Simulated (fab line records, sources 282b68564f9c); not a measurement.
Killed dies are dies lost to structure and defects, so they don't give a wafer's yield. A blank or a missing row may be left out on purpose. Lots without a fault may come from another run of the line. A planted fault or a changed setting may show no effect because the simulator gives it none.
Problem report in the 8D (eight disciplines) form, filled by code | flow rit_cmos | the parts of the form that need people (team, actions taken, sign-off) are left out

1. THE PROBLEM
killed_at_contacts at RIT_M1_PROBE_99 reads a mean of 11.2 on 5 wafers of 2 lots; wafers without a fault read 0.1 with a standard deviation of 0.34. That is +33 standard deviations from the usual mean.
First seen on wafer L273.2, day 5 14:13, on prober-01. The record holds 41 wafers of 14 lots with a number at this step. Rule for "out", or "out of limits": more than 4 standard deviations from the usual mean. The other wafers with a number count as sound.

2. WHAT IT IS AND WHAT IT IS NOT
question                    | is                                | is not
which readings at this step | killed_at_contacts, killed_on_rim | killed_at_front_end, killed_open, killed_short
which lots                  | L273, L275                        | L265, L266, L267, L269, L279, L280, L281, L282, L283, L285, L286, L287
which wafers of those lots  | all that have a number            | -
read on which tools         | prober-01, prober-02              | -
when                        | from day 5 14:13                  | up to then (12 sound wafers); but 24 sound wafers of L279, L280, L281, L282, L283, L285, L286, L287 came after

3. SUSPECTS, AND WHAT RULES EACH OUT
Counting: a tool at a process step up to the reading stays a suspect if it ran every lot that is out and no sound lot after the first of them.
- wet_bench-04 at RIT_CONTACT_CLEAN_14 (cleans in SC2, time 600 s): ruled out as a lasting fault. Sound lots L280 ran on it after its first lot that is out, L273 (day 5 09:58).
Left after counting: nothing in the record.

4. THE CAUSE (what the simulator had put in)
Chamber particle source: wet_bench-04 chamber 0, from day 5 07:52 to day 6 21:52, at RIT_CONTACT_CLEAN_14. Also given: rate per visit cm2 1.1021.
Counting ruled it out, wrongly: the rule takes a fault to strike every lot that its tool runs from its start on, and this one did not.

5. THE CHAIN OF EFFECTS, in route order
Each row: a reading whose mean over the struck wafers that have a number lies more than 3 standard deviations from the usual. Only readings for which the record gives a usual standard deviation are gone through. hours: the time from each lot's start at the first step in this table that gives one to its start at this step, as a median over the lots. sigmas: the change in usual standard deviations.
hours | step            | reading            | usual | on struck wafers | change | sigmas
0     | RIT_M1_PROBE_99 | killed_at_contacts | 0.1   | 11.2             | +11.1  | +33
0     | RIT_M1_PROBE_99 | killed_dies        | 7.2   | 19.2             | +12.0  | +4.1
0     | RIT_M1_PROBE_99 | killed_on_rim      | 2.1   | 10.6             | +8.5   | +6.1
The process steps in it:
- RIT_M1_PROBE_99

6. WHAT WOULD HAVE CAUGHT IT SOONER
In this record the first reading out of limits was taken at day 5 14:13, 6 hours after the fault began at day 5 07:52.
Of the tool readings at RIT_CONTACT_CLEAN_14 for which the record gives a usual standard deviation, none was out on any struck wafer, so an alarm limit of 4 standard deviations on them would not have fired.
